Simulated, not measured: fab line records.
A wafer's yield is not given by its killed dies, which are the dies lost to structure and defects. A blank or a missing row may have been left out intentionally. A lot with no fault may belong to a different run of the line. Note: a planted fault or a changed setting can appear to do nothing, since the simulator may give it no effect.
fab line records	flow berkeley_cmos170
[record] lots = 6	wafers = 18	last_day = 12
route steps=331 shown ZERO@6 NWELL@14
lots with no fault: from the same line, run without faults
start_h: hours from the record's opening day to when the first of the lot's shown wafers began	wait_h: hours elapsed since this lot's preceding step	" the same as in the row above	L1.1+2: one row covering several wafers at once	- either no value or no given start	* or withheld: withheld	< > ~ a bound
route shown NAME@n: a module of which the file shows steps, and the number in the route of the first	usual: mean/standard deviation taken from wafers without a fault	same: alike in all rows	chamber/n: place in a boat	sites: the reading at each site	_std_site: standard deviation across them	_edge_site: outer sites' mean less inner sites'	radius_mm: for every site, how far away it sits from the centre of the wafer	mask NAME#n: copy n	behind: tool/chamber where the wafer was last shaped	hold: why the lot went on hold/how many hours it stayed there/how the hold came to an end	device: names the non-switching transistor (n, p or np)	end of line: the same wafers' tests at the end of the route	for a step that has no rows: nothing shown but its recipe	killed: dies that structure and defects cost at the first sort, which is not the same as the wafer's yield	map: a wafer's dies, x killed, . not, _ none there
set.NAME: the setting as run; set.NAME@STEP: as run at that earlier step	model.NAME: the simulator's own value behind a step, which no gauge read
certain route steps with their lots: each step a table, each wafer a row
services: the hour from which a tool's chamber was out of use, counted from the record's first day as start_h (under 0 if before that day), plus the number of hours and why
[[steps]]
[step UCB170_ZERO_HMDS_00]
[recipe] prime_time_s = 60	prime_temp_c = 100
[step UCB170_ZERO_COAT_01]
[recipe] resist = KrF	spin_rpm = 1500	resist_thk_nm = 900
[step UCB170_ZERO_SOFTBAKE_02]
[recipe] resist = KrF	temp_c = 130	time_s = 60
[step UCB170_ZERO_EXPOSE_03]
[recipe] mask_id = PM_MARKS	na = 0.5	sigma_outer = 0.6	source_shape = conventional	target_cd_nm = 4000	dose_mj = 30
[step UCB170_ZERO_PEB_04]
[recipe] peb_temp_c = 130	peb_time_s = withheld	resist = KrF
[step UCB170_ZERO_DEVELOP_05]
[recipe] developer = TMAH	develop_time_s = 45	resist = KrF	dev_temp_c = 21
[step UCB170_ZERO_ETCH_06]
[recipe] chemistry = CHF3/CF4/Ar	target = SiO2	time_s = 12	pressure_mtorr = 100	rf_w = 500	CHF3_flow_sccm = 50	cf4_flow_sccm = 10	Ar_flow_sccm = 120	over_etch_frac = 1.58
[usual] drypump_motor_current_A = 5.5/0.48	oes_product_au = 0.613/0.011	throttle_valve_pct = 9.28/0.11
lot.wafer	tool	chamber	start_h	wait_h	drypump_motor_current_A	oes_product_au	rf_hours_counter_h	throttle_valve_pct
L322.4	rie_diel-03	1	36.44	-	4.7	0.600	99	9.01
L322.5	"	2	"	"	5.3	0.619	-	9.43
L322.6	"	3	"	"	5.7	0.623	-	9.35
L327.2	rie_diel-04	3	66.60	-	5.9	0.635	104	9.38
L327.4	"	0	"	"	5.9	0.616	28	9.32
L327.6	"	2	"	"	6.1	0.617	-	9.10
L328.1	rie_diel-02	1	66.85	-	5.1	0.618	160	9.26
L328.3	"	2	"	"	5.5	0.614	53	9.34
L328.4	"	0	"	"	5.0	0.600	47	9.37
L335.3	rie_diel-04	3	107.22	-	5.9	0.632	105	9.36
L335.4	"	1	"	"	5.1	0.610	109	9.23
L335.6	"	3	"	"	5.9	0.632	-	9.34
L336.1	rie_diel-04	0	110.04	-	5.9	0.617	30	9.33
L336.3	"	3	"	"	5.9	0.633	105	9.36
L336.5	"	2	"	"	6.1	0.613	-	9.11
L337.4	rie_diel-03	1	117.72	-	4.7	0.602	103	9.03
L337.5	"	0	"	"	5.4	0.602	-	9.26
L337.6	"	3	"	"	5.7	0.631	-	9.34
[step UCB170_ZERO_STRIP_07]
[recipe] chemistry = O2	power_w = 400	pressure_mtorr = 3500	platen_temp_c = withheld	o2_flow_sccm = 400	overash_fraction = 0.5
[usual] drypump_motor_current_A = 5.6/0.51	oes_product_au = 0.727/0.0044	strip_time_to_endpoint_s = 21.50/0.071
lot.wafer	tool	chamber	start_h	wait_h	drypump_motor_current_A	oes_product_au	rf_hours_counter_h	strip_time_to_endpoint_s
L322.4	plasma_asher-02	1	36.49	0.0	5.3	0.727	-	21.44
L322.5	"	1	"	"	5.3	0.726	-	21.49
L322.6	"	0	"	"	5.0	0.731	-	21.42
L327.2	plasma_asher-03	0	66.63	0.0	5.0	0.724	36	21.52
L327.4	"	1	"	"	6.2	0.725	-	21.57
L327.6	"	0	"	"	5.0	0.729	-	21.47
L328.1	plasma_asher-01	0	66.87	0.0	6.1	0.727	38	21.48
L328.3	"	1	"	"	6.1	0.729	-	21.49
L328.4	"	0	"	"	6.1	0.728	-	21.52
L335.3	plasma_asher-01	1	107.27	0.0	6.1	0.725	-	21.43
L335.4	"	0	"	"	6.0	0.729	-	21.40
L335.6	"	1	"	"	6.1	0.735	-	21.41
L336.1	plasma_asher-02	1	110.06	0.0	5.3	0.723	30	21.53
L336.3	"	1	"	"	5.2	0.728	-	21.57
L336.5	"	0	"	"	5.1	0.726	-	21.51
L337.4	plasma_asher-02	1	117.78	0.0	5.3	0.734	-	21.45
L337.5	"	0	"	"	5.0	0.727	-	21.53
L337.6	"	1	"	"	5.3	0.725	-	21.43
[step UCB170_NWELL_WET_ETCH_00]
[recipe] chemistry = dHF	dilution = 25:1	target = SiO2	temp_c = 25	time_s = 200
[step UCB170_NWELL_OXIDATION_01]
[recipe] temp_c = 1000	ambient = O2	target_thk_a = 264	ox_time_s = 1260
[step UCB170_NWELL_THK_MEAS_02]
[recipe] reads = SiO2_of_NWELL_OXIDATION_01
[usual] NWELL_OXIDE_THK = 26.5/0.52
lot.wafer	tool	chamber	start_h	wait_h	NWELL_OXIDE_THK[nm]
L322.4	film_metro-01	-	40.12	0.0	26.5
L322.5	"	-	"	"	26.8
L322.6	"	-	"	"	26.6
L328.1	film_metro-02	-	71.13	0.0	27.0
L328.3	"	-	"	"	26.3
L328.4	"	-	"	"	26.9
L327.2	film_metro-01	-	71.14	0.0	26.9
L327.4	"	-	"	"	27.0
L327.6	"	-	"	"	26.8
L335.3	film_metro-01	-	111.49	0.0	27.2
L335.4	"	-	"	"	26.5
L335.6	"	-	"	"	27.0
L336.1	film_metro-02	-	114.36	0.0	26.6
L336.3	"	-	"	"	26.2
L336.5	"	-	"	"	26.4
L337.4	film_metro-03	-	125.02	0.1	27.0
L337.5	"	-	"	"	26.6
L337.6	"	-	"	"	26.5
[step UCB170_NWELL_ANNEAL_03]
[recipe] temp_c = 1000	time_s = 900	ambient = N2
[step UCB170_NWELL_CVD_04]
[recipe] material = Si3N4	target_thk_nm = 224	temp_c = 800	precursor = SiH2Cl2/NH3	time_s = 3360	pressure_mtorr = 200	sih2cl2_flow_sccm = 25	nh3_flow_sccm = 75
[usual] sih2cl2_flow_sccm = 25.01/0.083	zone_power_load_pct = 22.4/2.8
lot.wafer	tool	chamber	start_h	wait_h	sih2cl2_flow_sccm	zone_power_load_pct	model.Si3N4_of_NWELL_CVD_04.thk_nm
L322.4	lpcvd-01	1	47.08	0.0	24.84	25.0	226.2
L322.5	"	1	"	"	25.04	25.0	223.2
L322.6	"	1	"	"	25.03	25.1	224
L327.2	lpcvd-01	0	73.73	0.0	37.42	24.7	253.5
L327.4	"	0	"	"	37.54	24.9	254
L327.6	"	0	"	"	37.54	24.8	252.6
L328.1	lpcvd-01	1	73.73	0.0	37.43	25.0	254.6
L328.3	"	1	"	"	37.43	24.8	252.9
L328.4	"	1	"	"	37.28	25.0	253.6
L335.3	lpcvd-02	1	116.98	0.4	25.07	18.3	221.5
L335.4	"	1	"	"	24.97	17.7	219.1
L335.6	"	1	"	"	24.89	18.1	220.1
L336.1	lpcvd-02	1	116.98	0.4	25.05	17.8	223.8
L336.3	"	1	"	"	25.09	17.9	222.8
L336.5	"	1	"	"	25.01	18.2	224.5
L337.4	lpcvd-02	0	127.51	0.0	25.05	20.9	222.7
L337.5	"	0	"	"	24.99	21.0	223.2
L337.6	"	0	"	"	25.06	20.9	224
[step UCB170_NWELL_THK_MEAS_05]
[recipe] reads = Si3N4_of_NWELL_CVD_04
[usual] NWELL_NITRIDE_THK = 224.1/2.1
lot.wafer	tool	chamber	start_h	wait_h	hold	NWELL_NITRIDE_THK[nm]
L322.4	film_metro-01	-	49.04	0.0	-	226.1
L322.5	"	-	"	"	-	223.2
L322.6	"	-	"	"	-	223.9
L328.1	film_metro-02	-	75.66	0.0	await_dispo/0.2h/release	254.5
L328.3	"	-	"	"	await_dispo/0.2h/release	253.0
L328.4	"	-	"	"	await_dispo/0.2h/release	253.6
L328.1	film_metro-02	-	75.99	0.3	-	254.2
L328.3	"	-	"	"	-	252.7
L328.4	"	-	"	"	-	253.8
L327.2	film_metro-03	-	75.67	0.0	await_dispo/0.2h/release	253.4
L327.4	"	-	"	"	await_dispo/0.2h/release	253.9
L327.6	"	-	"	"	await_dispo/0.2h/release	252.6
L327.2	film_metro-03	-	75.90	0.2	-	253.7
L327.4	"	-	"	"	-	254.1
L327.6	"	-	"	"	-	252.7
L336.1	film_metro-01	-	118.92	0.0	-	223.8
L336.3	"	-	"	"	-	222.7
L336.5	"	-	"	"	-	224.4
L335.3	film_metro-02	-	118.94	0.0	-	221.7
L335.4	"	-	"	"	-	219.1
L335.6	"	-	"	"	-	220.0
L337.4	film_metro-02	-	129.47	0.0	-	222.6
L337.5	"	-	"	"	-	223.1
L337.6	"	-	"	"	-	224.0
[step UCB170_NWELL_COAT_07]
[recipe] resist = KrF	spin_rpm = 1500	resist_thk_nm = 900
[step UCB170_NWELL_SOFTBAKE_08]
[recipe] resist = KrF	temp_c = 130	time_s = 60
[step UCB170_NWELL_EXPOSE_09]
[recipe] mask_id = NWELL	target_cd_nm = 3000	na = 0.5	sigma_outer = 0.6	source_shape = conventional	dose_mj = 25
[step UCB170_NWELL_PEB_10]
[recipe] peb_temp_c = 130	peb_time_s = withheld	resist = KrF
[step UCB170_NWELL_DEVELOP_11]
[recipe] developer = TMAH	develop_time_s = 45	resist = KrF	dev_temp_c = 21
[step UCB170_NWELL_OVL_MEAS_12]
[usual] NWELL_OVL = 1/4.7
lot.wafer	tool	chamber	start_h	wait_h	NWELL_OVL[nm]
L322.4	overlay-02	-	49.93	-	-3
L322.5	"	-	"	"	-1
L322.6	"	-	"	"	2
L327.2	overlay-01	-	79.44	-	4
L327.4	"	-	"	"	-7
L327.6	"	-	"	"	1
L328.1	overlay-01	-	80.50	-	1
L328.3	"	-	"	"	1
L328.4	"	-	"	"	9
L335.3	overlay-01	-	119.96	-	4
L335.4	"	-	"	"	1
L335.6	"	-	"	"	-1
L336.1	overlay-01	-	120.22	-	3
L336.3	"	-	"	"	-4
L336.5	"	-	"	"	0
L337.4	overlay-01	-	131.01	-	1
L337.5	"	-	"	"	-1
L337.6	"	-	"	"	1
[step UCB170_NWELL_ETCH_13]
[recipe] chemistry = CH3F/Ar/O2	target = Si3N4	stop_on = SiO2	CH3F_flow_sccm = 20	Ar_flow_sccm = 50	O2_flow_sccm = 7	pressure_mtorr = 50	rf_w = 450	target_depth_a = 2464	over_etch_frac = 0.1	time_s = 154
[usual] O2_flow_sccm = 6.999/0.02	drypump_motor_current_A = 5.3/0.42	oes_product_au = 0.937/0.017	throttle_valve_pct = 8.07/0.11
lot.wafer	tool	chamber	start_h	wait_h	O2_flow_sccm	drypump_motor_current_A	oes_product_au	rf_hours_counter_h	throttle_valve_pct	model.etch.depth_nm
L322.4	rie_diel-03	1	49.95	0.0	7.012	4.7	0.922	100	7.87	226.2
L322.5	"	1	"	"	6.962	4.7	0.919	-	7.85	223.2
L322.6	"	0	"	"	7.032	5.4	0.917	-	8.07	224
L327.2	rie_diel-02	2	79.47	0.0	6.971	5.4	0.992	53	8.16	245.2
L327.4	"	3	"	"	7.019	6.3	0.981	5	8.20	245.9
L327.6	"	1	"	"	6.961	5.1	1.008	-	8.08	251
L328.1	rie_diel-03	2	80.54	0.0	6.974	5.3	0.989	44	8.21	246.6
L328.3	"	0	"	"	7.006	5.4	0.967	17	8.10	241.5
L328.4	"	1	"	"	6.979	4.7	0.979	101	7.85	250.4
L335.3	rie_diel-03	3	119.98	0.0	6.969	5.7	0.947	52	8.14	221.5
L335.4	"	2	"	"	7.018	5.3	0.925	46	8.22	219.1
L335.6	"	0	"	"	7.007	5.4	0.909	-	8.08	220.1
L336.1	rie_diel-01	2	120.26	0.0	7.046	5.9	0.961	18	7.90	223.8
L336.3	"	3	"	"	7.009	5.3	0.946	10	8.09	222.8
L336.5	"	0	"	"	7.028	5.6	0.936	-	8.01	224.5
L337.4	rie_diel-03	3	131.08	0.1	7.033	5.7	0.945	-	8.14	222.7
L337.5	"	1	"	"	7.017	4.7	0.912	-	7.86	223.2
L337.6	"	0	"	"	6.988	5.4	0.917	-	8.08	224
[step UCB170_NWELL_IMPLANT_14]
[recipe] species = P	dose_cm2 = 1e+13	energy_kev = 150	tilt_deg = 7
[[services]]
tool	chamber	start_h	hours	kind
lpcvd-02	-	33.77	1.5	repair
rie_diel-02	-	48.92	2.8	pm
plasma_asher-02	-	49.95	11.3	repair
rie_diel-03	3	51.83	3.9	repair
rie_diel-02	1	73.07	2.2	repair
plasma_asher-03	-	75.22	1.8	repair
rie_diel-04	-	79.23	14.6	pm
rie_diel-03	3	80.79	6.0	repair
lpcvd-01	-	81.68	0.9	repair
lpcvd-02	-	93.41	6.0	pm
rie_diel-02	1	101.53	-	clean
rie_diel-02	1	101.53	-	consumable_replace:esc
rie_diel-02	1	101.53	20.3	scheduled_down
rie_diel-02	1	101.53	20.3	vent_cycle
plasma_asher-03	-	108.75	9.0	pm
plasma_asher-03	0	108.75	9.0	vent_cycle
plasma_asher-03	1	108.75	9.0	vent_cycle
plasma_asher-01	-	116.88	0.9	repair
plasma_asher-03	0	117.75	-	clean
plasma_asher-03	1	117.75	-	clean
rie_diel-02	-	120.37	0.3	repair
rie_diel-03	2	128.91	16.6	repair
[[key]]
[first_sign] step = UCB170_NWELL_CVD_04	reading = sih2cl2_flow_sccm	direction = up	sigmas = 99+	usual = 25.01	struck = 37.44
[effect] step = UCB170_NWELL_THK_MEAS_05	reading = visit	direction = added
[effect] step = UCB170_NWELL_THK_MEAS_05	reading = NWELL_NITRIDE_THK	direction = up	sigmas = 14	usual = 224.1	struck = 253.5
[effect] step = UCB170_NWELL_ETCH_13	reading = oes_product_au	direction = up	sigmas = 2.9	usual = 0.937	struck = 0.986
[model_effect] step = UCB170_NWELL_CVD_04	value = Si3N4_of_NWELL_CVD_04.thk_nm	without = 225.5	struck = 253.5
[model_effect] step = UCB170_NWELL_ETCH_13	value = etch.depth_nm	without = 225.5	struck = 246.8
met_at UCB170_NWELL_CVD_04
struck_wafers L327.2,L327.4,L327.6,L328.1,L328.3,L328.4
later_rows_left_out L327.2,L327.4,L327.6,L328.1,L328.3,L328.4
sort_left_out L327.2,L327.4,L327.6,L328.1,L328.3,L328.4
tester_left_out L327,L328
onset_between 47.08 73.73
[fault] kind = process_parameter_drift	tool = lpcvd-01	chamber = -	onset_h = 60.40	steps = UCB170_NWELL_CVD_04	channel = sih2cl2_flow_sccm	offset = 12.5	shape = step	end_h = 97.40	acts_in = these_recipes_only	stated = 25
// tester_left_out: of these lots the tester's yield and bins aren't shown, on N5 and GAA mostly nor the transistor test; their killed dies are dies lost to structure and defects alone, not to doping, threshold or leakage, so they don't give the yield
// sort_left_out: the simulated sort isn't trusted on such a fault, so these wafers' sort isn't shown, and their yield isn't known
// later_rows_left_out: the simulator's readings of these wafers behind a module that went badly wrong aren't trusted and aren't shown, but for the sort
